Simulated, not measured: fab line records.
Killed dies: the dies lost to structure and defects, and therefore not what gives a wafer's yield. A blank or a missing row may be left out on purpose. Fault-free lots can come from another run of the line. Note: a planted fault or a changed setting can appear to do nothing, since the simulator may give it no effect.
fab line records    flow rit-cmos
record lots=14  wafers=42  last-day=8
route steps=202 shown NRETRO@54 PRETRO@74 M1@202
lots that met no fault: from a run of the same line without faults
start-h: hours from the record's first day to the start of the lot's first wafer shown    wait-h: hours elapsed since this lot's preceding step    " identical to the entry in the row above    L1.1+2: several wafers, shown together as one row    - value missing, or start not given    * or withheld: withheld    < > ~ a bound
route shown NAME@n: names a module that has steps shown in the file, with the first one's number in the route    usual: the fault-free wafers' mean and standard deviation    same: alike in all rows    chamber/n: place in a boat    sites: each site's reading    _std_site: the values' standard deviation    _edge_site: mean of outer sites minus mean of inner sites    radius-mm: how far each site lies from the wafer's centre    mask NAME#n: copy n    behind: tool/chamber where the wafer was last shaped    hold: what put the lot on hold/how long, in hours/how the hold closed    device: the transistor (n, p or np) that didn't switch    end of line: the tests these same wafers got at the end of their route    where a step has no rows: the recipe by itself    killed: dies lost to structure and defects at the first sort, not the wafer's yield    map: a wafer's dies, x killed, . not, _ none there
set.NAME: the setting the step ran with; set.NAME@STEP: the setting that earlier step ran with    model.NAME: the simulator's own value behind a step, which no gauge read
steps of the route over a sample of lots; a table a step, a row a wafer
## steps
# step RIT_NRETRO_COAT_01
# recipe resist=NOVOLAK  spin-rpm=2000  resist-thk-nm=1300
# usual chill-plate-temp-C=23.03/0.11  dispense-pressure-kPa=47.7/2.8
lot.wafer  tool            chamber  start-h  wait-h  chill-plate-temp-C  dispense-pressure-kPa
L112.2     litho-track-04  0        38.84    0.1     23.03               52.9
L112.3     "               0        "        "       22.99               52.9
L112.4     "               0        "        "       23.00               52.9
L113.2     litho-track-02  0        39.43    0.1     22.90               48.0
L113.3     "               0        "        "       22.99               48.1
L113.5     "               0        "        "       23.02               48.0
L114.2     litho-track-01  0        47.39    0.1     23.07               44.5
L114.4     "               0        "        "       22.93               44.5
L114.6     "               0        "        "       22.86               44.5
L115.3     litho-track-01  0        52.14    0.1     23.08               44.5
L115.4     "               0        "        "       23.14               44.5
L115.5     "               0        "        "       22.94               44.5
L117.1     litho-track-01  0        59.72    0.1     23.05               44.5
L117.4     "               0        "        "       22.94               44.5
L117.5     "               0        "        "       22.96               44.5
L118.1     litho-track-02  0        66.48    0.1     23.02               48.1
L118.2     "               0        "        "       22.92               48.1
L118.6     "               0        "        "       23.01               48.1
L119.3     litho-track-02  0        70.91    0.1     22.86               48.1
L119.5     "               0        "        "       22.93               48.1
L119.6     "               0        "        "       22.97               48.1
L120.1     litho-track-02  0        75.97    0.1     23.03               48.1
L120.3     "               0        "        "       22.99               48.1
L120.4     "               0        "        "       22.83               48.1
L121.2     litho-track-01  -        85.26    0.1     -                   -
L121.3     "               -        "        "       -                   -
L121.5     "               -        "        "       -                   -
L122.1     litho-track-02  -        88.77    0.1     -                   -
L122.3     "               -        "        "       -                   -
L122.5     "               -        "        "       -                   -
L123.1     litho-track-01  0        90.28    0.1     22.78               44.5
L123.2     "               0        "        "       22.90               44.5
L123.6     "               0        "        "       23.01               44.5
L130.1     litho-track-02  0        132.23   0.1     23.03               48.1
L130.3     "               0        "        "       23.05               48.1
L130.6     "               0        "        "       22.90               48.1
L132.2     litho-track-02  0        138.79   0.1     22.98               48.1
L132.5     "               0        "        "       22.84               48.1
L132.6     "               0        "        "       22.95               48.1
L133.2     litho-track-01  0        140.40   0.1     23.11               44.5
L133.4     "               0        "        "       23.06               44.5
L133.6     "               0        "        "       23.15               44.5
# step RIT_NRETRO_OVL_MEAS_06
# usual NRETRO_OVL=1.2/1.1
lot.wafer  tool        chamber  start-h  wait-h  NRETRO_OVL[nm]
L112.2     overlay-01  -        39.78    -       1.4
L112.3     "           -        "        "       1.8
L112.4     "           -        "        "       0.7
L113.2     overlay-01  -        40.37    -       1.7
L113.3     "           -        "        "       -0.3
L113.5     "           -        "        "       0.6
L114.2     overlay-01  -        48.33    -       1.0
L114.4     "           -        "        "       1.4
L114.6     "           -        "        "       2.3
L115.3     overlay-02  -        52.83    -       0.5
L115.4     "           -        "        "       0.3
L115.5     "           -        "        "       3.3
L117.1     overlay-01  -        60.45    -       0.6
L117.4     "           -        "        "       1.5
L117.5     "           -        "        "       0.7
L118.1     overlay-01  -        67.34    -       0.8
L118.2     "           -        "        "       0.1
L118.6     "           -        "        "       0.3
L119.3     overlay-01  -        71.72    -       1.2
L119.5     "           -        "        "       0.7
L119.6     "           -        "        "       1.1
L120.1     overlay-02  -        76.70    -       1.9
L120.3     "           -        "        "       0.5
L120.4     "           -        "        "       0.9
L121.2     overlay-01  -        85.97    -       -
L121.3     "           -        "        "       -
L121.5     "           -        "        "       -
L122.1     overlay-02  -        89.62    -       -
L122.3     "           -        "        "       -
L122.5     "           -        "        "       -
L123.1     overlay-01  -        91.01    -       3.5
L123.2     "           -        "        "       1.3
L123.6     "           -        "        "       1.5
L130.1     overlay-01  -        133.18   -       3.4
L130.3     "           -        "        "       -0.9
L130.6     "           -        "        "       -0.3
L132.2     overlay-01  -        139.65   -       0.8
L132.5     "           -        "        "       2.2
L132.6     "           -        "        "       1.2
L133.2     overlay-01  -        141.11   -       0.3
L133.4     "           -        "        "       2.0
L133.6     "           -        "        "       0.3
# step RIT_PRETRO_TW_MEAS_10
# usual PRETRO_TW=477/3.8
lot.wafer  tool           chamber  start-h  wait-h  PRETRO_TW
L112.2     film-metro-04  -        42.07    0.1     475
L112.3     "              -        "        "       479
L112.4     "              -        "        "       476
L113.2     film-metro-01  -        42.56    0.1     470
L113.3     "              -        "        "       471
L113.5     "              -        "        "       472
L114.2     film-metro-02  -        50.62    0.1     479
L114.4     "              -        "        "       477
L114.6     "              -        "        "       477
L115.3     film-metro-01  -        55.11    0.1     474
L115.4     "              -        "        "       472
L115.5     "              -        "        "       473
L117.1     film-metro-04  -        62.61    0.1     481
L117.4     "              -        "        "       479
L117.5     "              -        "        "       475
L118.1     film-metro-01  -        69.67    0.1     469
L118.2     "              -        "        "       471
L118.6     "              -        "        "       470
L119.3     film-metro-04  -        73.89    0.1     481
L119.5     "              -        "        "       483
L119.6     "              -        "        "       482
L120.1     film-metro-02  -        78.87    0.1     481
L120.3     "              -        "        "       479
L120.4     "              -        "        "       480
L121.2     film-metro-04  -        88.26    0.1     1090
L121.3     "              -        "        "       1091
L121.5     "              -        "        "       1088
L122.1     film-metro-04  -        91.89    0.1     1097
L122.3     "              -        "        "       1100
L122.5     "              -        "        "       1096
L123.1     film-metro-01  -        93.30    0.1     468
L123.2     "              -        "        "       467
L123.6     "              -        "        "       471
L130.1     film-metro-01  -        135.34   0.1     476
L130.3     "              -        "        "       474
L130.6     "              -        "        "       475
L132.2     film-metro-01  -        141.94   0.1     473
L132.5     "              -        "        "       475
L132.6     "              -        "        "       475
L133.2     film-metro-02  -        143.34   0.1     481
L133.4     "              -        "        "       482
L133.6     "              -        "        "       479
# step RIT_M1_PROBE_99
# usual killed_at_M0_to_M3=0.0/0.23  killed-at-contacts=0.1/0.23  killed-at-front-end=7/3  killed-dies=7/3  killed-on-rim=2.0/1.2  killed-open=3.3/2.1  killed-short=3.7/1.9
# same gross-dies=264  killed_at_M4_up=0  killed-at-back-side=0  killed-at-other=0
lot.wafer  tool       chamber  start-h  wait-h  killed_at_M0_to_M3  killed-at-contacts  killed-at-front-end  killed-dies  killed-on-rim  killed-open  killed-short
L120.1     prober-01  -        107.14   0.1     0                   0                   8                    8            2              6            2
L120.3     prober-01  -        107.24   0.2     0                   0                   10                   10           2              6            4
L120.4     prober-01  -        107.29   0.2     0                   0                   10                   10           1              6            4
L121.2     prober-02  -        115.38   0.1     0                   0                   264                  264          70             10           3
L121.3     prober-02  -        115.43   0.2     0                   0                   264                  264          70             3            4
L121.5     prober-02  -        115.53   0.2     0                   0                   264                  264          70             4            3
L122.1     prober-01  -        118.18   0.1     0                   0                   264                  264          70             2            2
L122.3     prober-01  -        118.28   0.2     0                   0                   264                  264          70             1            3
L122.5     prober-01  -        118.38   0.2     1                   0                   263                  264          70             4            2
# killed by level:class
L120.1 GATE:geometric-particle:open=2 SILICIDE:geometric-particle:open=2 FOX1:geometric-particle:open=1 REOX:geometric-particle:short=1 SPACER:geometric-particle:open=1 SILICIDE:geometric-particle:short=1
L120.3 FOX2:geometric-particle:open=2 FOX2:geometric-particle:short=2 GATE:geometric-particle:short=2 SILICIDE:geometric-particle:open=2 FOX1:geometric-particle:open=1 GATE:geometric-particle:open=1
L120.4 GATE:geometric-particle:open=2 SPACER:geometric-particle:open=2 SILICIDE:geometric-particle:open=2 FOX2:geometric-particle:short=1 GATE:geometric-particle:short=1 SPACER:geometric-particle:short=1 SILICIDE:geometric-particle:short=1
L121.2 NRETRO:area-expose=251 SPACER:geometric-particle:open=4 FOX1:geometric-particle:open=2 SILICIDE:geometric-particle:open=2 FOX1:geometric-particle:short=1 FOX2:geometric-particle:open=1 GATE:geometric-particle:open=1 REOX:geometric-particle:short=1
L121.3 NRETRO:area-expose=257 GATE:geometric-particle:short=3 GATE:geometric-particle:open=2 FOX1:geometric-particle:short=1 FOX2:geometric-particle:open=1
L121.5 NRETRO:area-expose=257 ACTIVE:geometric-particle:open=1 FOX1:geometric-particle:open=1 FOX2:geometric-particle:short=1 GATE:geometric-particle:open=1 GATE:geometric-particle:short=1 REOX:geometric-particle:short=1 SPACER:geometric-particle:open=1
L122.1 NRETRO:area-expose=260 SPACER:geometric-particle:open=1 SPACER:geometric-particle:short=1 SILICIDE:geometric-particle:short=1 SILICIDE:geometric-particle:open=1
L122.3 NRETRO:area-expose=260 FOX1:geometric-particle:short=1 FOX2:geometric-particle:short=1 GATE:geometric-particle:open=1 GATE:geometric-particle:short=1
L122.5 NRETRO:area-expose=258 GATE:geometric-particle:open=3 FOX2:geometric-particle:short=1 SPACER:geometric-particle:open=1 M1:geometric-particle:short=1
## key
first-sign step=RIT_NRETRO_COAT_01  reading=tool-record  direction=missing
effect step=RIT_NRETRO_OVL_MEAS_06  reading=NRETRO_OVL  direction=missing
effect step=RIT_PRETRO_TW_MEAS_10  reading=PRETRO_TW  direction=up  sigmas=99+  usual=477  struck=1094
effect step=RIT_M1_PROBE_99  reading=killed-at-front-end  direction=up  sigmas=85  usual=7  struck=264
more-kills-born-at RIT_NRETRO_EXPOSE_03@iline-stepper-01=778  RIT_NRETRO_EXPOSE_03@iline-stepper-02=765
met-at RIT_NRETRO_COAT_01
struck-lots L121,L122
tester-left-out L121,L122
onset-between 75.97 85.26
fault kind=skipped-step-whole  tool=litho-track-01,litho-track-02  chamber=-  onset-h=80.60  steps=RIT_NRETRO_COAT_01  scope=struck-lots-only
# tester-left-out: of these lots the tester's yield and bins aren't shown, on N5 and GAA mostly nor the transistor test; their killed dies are dies lost to structure and defects alone, not to doping, threshold or leakage, so they don't give the yield
